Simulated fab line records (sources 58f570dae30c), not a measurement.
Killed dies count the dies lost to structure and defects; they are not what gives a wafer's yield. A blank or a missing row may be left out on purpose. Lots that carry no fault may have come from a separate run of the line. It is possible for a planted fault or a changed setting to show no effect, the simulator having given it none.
Struck lot and sound lot, side by side ; flow berkeley cmos170 ; 16 out of 331 route steps
Sound: the wafers L143.3, L143.4, L143.6. Struck: wafers L148.3, L148.6. (L148.5 of the same lot was not struck and is left out.) The cause comes at the end.
At each step with rows: each side's tool, then ch and its chambers, then its first start. Under that, the readings that differ: sound wafers ; struck wafers ; difference of the means ; sigmas: that difference in standard deviations of wafers without a fault.
alike: same words and numbers on both sides, and readings whose means sit less than 2 such deviations apart. not compared: any withheld reading, any reading some wafer has no value for, any bound like >300 that may hide the same value, and any number with overlapping values for which the record gives no deviation.
The two part at a step that has a row with sigmas, a row that says differs or no value, or rows on one side only. Numbers that have no deviation but don't overlap get no sigmas and don't part them. Lack of a reading on every wafer of one side parts them only where that side has two or more wafers.

first, 1 step without rows for these wafers: UCB170_PWELL_OXIDATION_02 (target thk 26.4 nm, ox time 1260 s).
UCB170_PWELL_THK_MEAS_03:
  sound on film metro-01 at day 4 14:26; struck on film metro-04 at day 5 20:00
reading;sound;struck;difference;sigmas
PWELL_OXIDE_THK (nm);27.1 27.7 27.3;26.1 26.0;-1.3;-3
then, 2 steps without rows for these wafers: UCB170_PWELL_ANNEAL_04 (time 900 s); UCB170_PWELL_CVD_05 (deposits Si3N4 from SiH2Cl2/NH3, target thk 220 nm, time 3300 s).
UCB170_PWELL_THK_MEAS_06:
  sound on film metro-01 at day 4 19:58; struck on film metro-03 at day 6 05:33
  alike: PWELL_NITRIDE_THK
then, 6 steps without rows for these wafers: UCB170_PWELL_HMDS_07 (prime time 60 s); UCB170_PWELL_COAT_08 (resist thk 900 nm); UCB170_PWELL_SOFTBAKE_09 (time 60 s); UCB170_PWELL_EXPOSE_10 (exposes mask PWELL, target cd 3000 nm); UCB170_PWELL_PEB_11; UCB170_PWELL_DEVELOP_12 (develop time 45 s).
UCB170_PWELL_OVL_MEAS_13:
  sound on overlay-02 at day 4 22:19; struck on overlay-01 at day 6 07:49
  alike: PWELL_OVL
UCB170_PWELL_ETCH_14: etches Si3N4 in CH3F/Ar/O2, stops on SiO2, target depth 242 nm, time 151 s.
  sound on rie diel-01 ch 1,2,3, day 4 22:20; struck on rie diel-01 ch 0, day 6 07:50
reading;sound;struck;difference;sigmas
oes product au (a.u.);0.943 0.917 0.937;0.868 0.871;-0.063;-4
model.KrF_of_PWELL_COAT_08.thk nm (nm);723.6 726.6 722.4;765.1 758.7;+37.7;
model.etch.depth nm (nm);216.9 218.4 218.9;189.2 191;-28.0;
  alike: O2_flow_sccm, drypump motor current A, throttle valve pct
  not compared: rf hours counter h
next, for these wafers, 1 step has no rows: UCB170_PWELL_IMPLANT_15.
UCB170_PWELL_STRIP_16: strips in O2.
  sound on plasma asher-01 ch 0,1, day 4 22:38; struck on plasma asher-03 ch 0,1, day 6 08:07
reading;sound;struck;difference;sigmas
strip time to endpoint s (s);18.07 18.14 18.03;19.05 18.91;+0.90;+11
  alike: drypump motor current A, oes product au
  not compared: rf hours counter h
UCB170_PWELL_TW_MEAS_17:
  sound on film metro-03 at day 4 22:44; struck on film metro-04 at day 6 08:12
reading;sound;struck;difference;sigmas
PWELL_TW;382.6 380.5 379.5;376.4 376.1;-4.6;-2

## WHERE THEY PART
At UCB170_PWELL_THK_MEAS_03 first; at UCB170_PWELL_TW_MEAS_17 last (within this record only).

WHY: whatever the simulator had introduced
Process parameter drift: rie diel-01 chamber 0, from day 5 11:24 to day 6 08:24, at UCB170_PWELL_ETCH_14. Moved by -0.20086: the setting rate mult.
